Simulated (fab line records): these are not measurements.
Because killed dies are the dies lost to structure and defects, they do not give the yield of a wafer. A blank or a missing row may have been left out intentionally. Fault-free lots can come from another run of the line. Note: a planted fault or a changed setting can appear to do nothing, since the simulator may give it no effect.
Which tool did it?    flow berkeley_cmos170    14 lots with 42 wafers sampled at 5 steps, on a route of 331 steps

== WHAT THE GAUGES READ, wafer by wafer ==
UCB170_NLDD_CD_MEAS_06 targets a cd of 1200 nm.
lot   measured      on         cd_nm (nm)
L800  day 7 07:36   cd_sem-01  1201.7 1201.4 1202.6
L801  day 7 08:36   cd_sem-01  1198.4 1199.6 1198.5
L803  day 7 08:57   cd_sem-02  1203.0 1202.6 1203.0
L806  day 8 07:54   cd_sem-02  1200.4 1199.0 1200.2
L807  day 8 19:41   cd_sem-01  1198.5 1199.1 1198.4
L809  day 8 20:40   cd_sem-02  1199.6 1199.7 1200.1
L815  day 9 18:43   cd_sem-01  1203.4 1204.3 1204.2
L811  day 9 18:54   cd_sem-01  1201.3 1202.3 1201.3
L813  day 9 19:26   cd_sem-01  1199.3 1200.7 1199.5
L810  day 9 19:28   cd_sem-02  1197.1 1197.2 1197.2
L816  day 9 23:53   cd_sem-01  1201.6 1201.7 1201.8
L819  day 10 18:36  cd_sem-02  1199.2 1199.7 1199.7
L821  day 11 05:14  cd_sem-02  1186.2 1187.9 1186.9
L820  day 11 06:01  cd_sem-02  1190.5 1189.8 1189.4

UCB170_V2_THK_MEAS_04.
lot   measured      on             V2_POLISHED_THK (nm)
L800  day 8 17:02   film_metro-02  998.7 999.7 998.5
L801  day 8 15:57   film_metro-03  998.8 999.6 999.7
L803  day 9 02:45   film_metro-02  1001.1 999.2 999.0
L806  day 9 14:41   film_metro-01  999.9 999.6 999.7
L807  day 9 22:47   film_metro-02  1000.4 999.6 1000.7
L809  day 9 23:49   film_metro-02  1001.0 1002.3 998.8
L815  day 11 04:05  film_metro-03  999.5 999.5 1000.7
L811  day 11 03:54  film_metro-01  1001.2 1000.7 1000.8
L813  day 10 21:20  film_metro-01  1000.2 1000.0 1000.6
L810  day 11 04:23  film_metro-03  999.3 1001.2 1000.7
L816  day 11 08:03  film_metro-01  1000.8 998.1 999.0
L819  day 11 23:20  film_metro-03  999.0 1000.2 1000.4
L821  day 12 11:55  film_metro-03  999.8 1001.0 999.4
L820  day 12 11:01  film_metro-01  1000.9 999.6 1000.3

== TOOL THAT RAN EACH LOT (tool first, then ch and the chambers of the sampled wafers, then the start) ==
lot   UCB170_NLDD_PEB_04                 UCB170_SDANNEAL_RTA_00            UCB170_V2_CMP_02
L800  litho_track-04 ch 0, day 7 07:00   rtp_anneal-02 ch 0, day 7 18:37   cmp-01 ch 0,1,3, day 8 16:37
L801  litho_track-01 ch 0, day 7 08:00   rtp_anneal-01 ch 0, day 7 18:37   cmp-02 ch 0,1,2, day 8 15:31
L803  litho_track-02 ch 0, day 7 08:00   rtp_anneal-01 ch 0, day 7 19:21   cmp-02 ch 0,1,3, day 9 02:26
L806  litho_track-01 ch 0, day 8 07:38   rtp_anneal-01 ch 0, day 8 22:49   cmp-02 ch 0,2,3, day 9 14:25
L807  litho_track-04 ch 0, day 8 19:00   rtp_anneal-02 ch 0, day 9 05:58   cmp-02 ch 1,3, day 9 22:21
L809  litho_track-04 ch 0, day 8 20:00   rtp_anneal-01 ch 0, day 9 06:10   cmp-01 ch 0,3, day 9 23:23
L815  litho_track-02 ch 0, day 9 18:27   rtp_anneal-01 ch 0, day 10 07:29  cmp-01 ch 2,3, day 11 03:43
L811  litho_track-01 ch 0, day 9 18:37   rtp_anneal-01 ch 0, day 10 06:47  cmp-02 ch 1,3, day 11 03:29
L813  litho_track-04 ch 0, day 9 19:10   rtp_anneal-02 ch 0, day 10 06:38  cmp-02 ch 0,1,2, day 10 20:55
L810  litho_track-02 ch 0, day 9 19:12   rtp_anneal-01 ch 0, day 10 07:43  cmp-01 ch 0,1,2, day 11 03:58
L816  litho_track-01 ch 0, day 9 23:36   rtp_anneal-02 ch 0, day 10 13:04  cmp-01 ch 1,2, day 11 07:38
L819  litho_track-02 ch 0, day 10 18:20  rtp_anneal-02 ch 0, day 11 07:21  cmp-01 ch 0,1,2, day 11 22:58
L821  litho_track-01 ch 0, day 11 04:58  rtp_anneal-02 ch 0, day 11 17:46  cmp-01 ch 0,2, day 12 11:29
L820  litho_track-01 ch 0, day 11 05:44  rtp_anneal-01 ch 0, day 11 18:14  cmp-02 ch 0,2,3, day 12 10:34
- UCB170_NLDD_PEB_04
- UCB170_SDANNEAL_RTA_00: time 10 s.
- UCB170_V2_CMP_02: polishes SiO2.

== WHAT THE TOOLS THEMSELVES READ (means of the sampled wafers that have a number; where no wafer has one, the mark that the record gives instead) ==
UCB170_NLDD_PEB_04.
lot   tool            heater_power_total_W (W)  plate_temp_C (C)  resist_line_temp_C (C)
L800  litho_track-04  56.80                     130.18            23.02
L801  litho_track-01  56.83                     130.01            23.16
L803  litho_track-02  56.77                     129.86            22.90
L806  litho_track-01  56.81                     130.03            23.00
L807  litho_track-04  56.80                     129.99            22.88
L809  litho_track-04  56.78                     130.03            23.03
L815  litho_track-02  56.79                     129.94            23.11
L811  litho_track-01  56.80                     129.88            22.97
L813  litho_track-04  56.82                     130.06            22.93
L810  litho_track-02  56.80                     130.14            23.11
L816  litho_track-01  56.79                     130.01            22.94
L819  litho_track-02  56.85                     130.05            23.00
L821  litho_track-01  55.87                     128.45            22.97
L820  litho_track-01  55.90                     128.26            22.78

UCB170_SDANNEAL_RTA_00.
lot   tool           lamp_power_pct (%)  wafer_temp_C_max
L800  rtp_anneal-02  25.5                908.2
L801  rtp_anneal-01  21.9                905.1
L803  rtp_anneal-01  21.9                905.4
L806  rtp_anneal-01  21.9                905.3
L807  rtp_anneal-02  25.5                906.7
L809  rtp_anneal-01  21.9                905.0
L815  rtp_anneal-01  21.9                905.0
L811  rtp_anneal-01  21.9                905.6
L813  rtp_anneal-02  25.4                907.5
L810  rtp_anneal-01  21.9                904.2
L816  rtp_anneal-02  25.5                907.2
L819  rtp_anneal-02  25.4                908.3
L821  rtp_anneal-02  25.4                906.9
L820  rtp_anneal-01  21.9                905.4

UCB170_V2_CMP_02.
lot   tool    motor_current_A (A)
L800  cmp-01  16.8
L801  cmp-02  15.0
L803  cmp-02  14.3
L806  cmp-02  15.8
L807  cmp-02  15.0
L809  cmp-01  15.1
L815  cmp-01  18.4
L811  cmp-02  15.0
L813  cmp-02  16.0
L810  cmp-01  17.2
L816  cmp-01  18.5
L819  cmp-01  17.1
L821  cmp-01  16.2
L820  cmp-02  15.4

== THE ANSWER, worked out from the rows above alone ==
Rule: what is usual is taken from the lots themselves. The widest of any qualifying gaps counts: lots, ordered by their means at a reading, are off when they make up no more than a third of the lots, leave a main group of 4 or more, and stand apart from it by 3 or more times the standard deviation of that group's means. A main group whose means are all the same, to the digits that the tables above print for the reading, isn't used. Also off: a lot with no number at a reading for which 4 or more lots have one. All remaining lots with rows at the step are treated as sound. First the gauges in route order, then the tools' own readings, where a lot's mean is used as printed above. At the first step where some lot is off, the reading lying furthest off is the one used; lots without a number count as furthest.
Off at UCB170_NLDD_CD_MEAS_06 (cd_nm): L821, L820. For the main group the mean is 1200.5 nm and the standard deviation 1.9.
If a tool, at a process step before that reading, ran all the lots that are off and no sound lot after the first of them, it fits. Not tried: the gauges at UCB170_NLDD_CD_MEAS_06; whatever is off there is also off at UCB170_NLDD_PEB_04, on other tools, and gauge error can't account for it. One candidate fits, namely litho_track-01 at UCB170_NLDD_PEB_04. Its last sound lot is L816 (day 9 23:36), its first lot that is off L821 (day 11 04:58): a fault that began between those two fits.
The tool's own readings at UCB170_NLDD_PEB_04 bear it out: on the lots that are off they differ by more than 5 times the standard deviation of the sound lots' means. heater_power_total_W reads 55.88 W there against 56.80 W on the sound lots; plate_temp_C reads 128.35 C there against 130.01 C on the sound lots.

== WHAT THE SIMULATOR HAD PUT IN ==
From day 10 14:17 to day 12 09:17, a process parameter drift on litho_track-01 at UCB170_NLDD_PEB_04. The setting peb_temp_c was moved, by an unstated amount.
Struck lots among those shown: L821, L820. This agrees with what the rule above found.
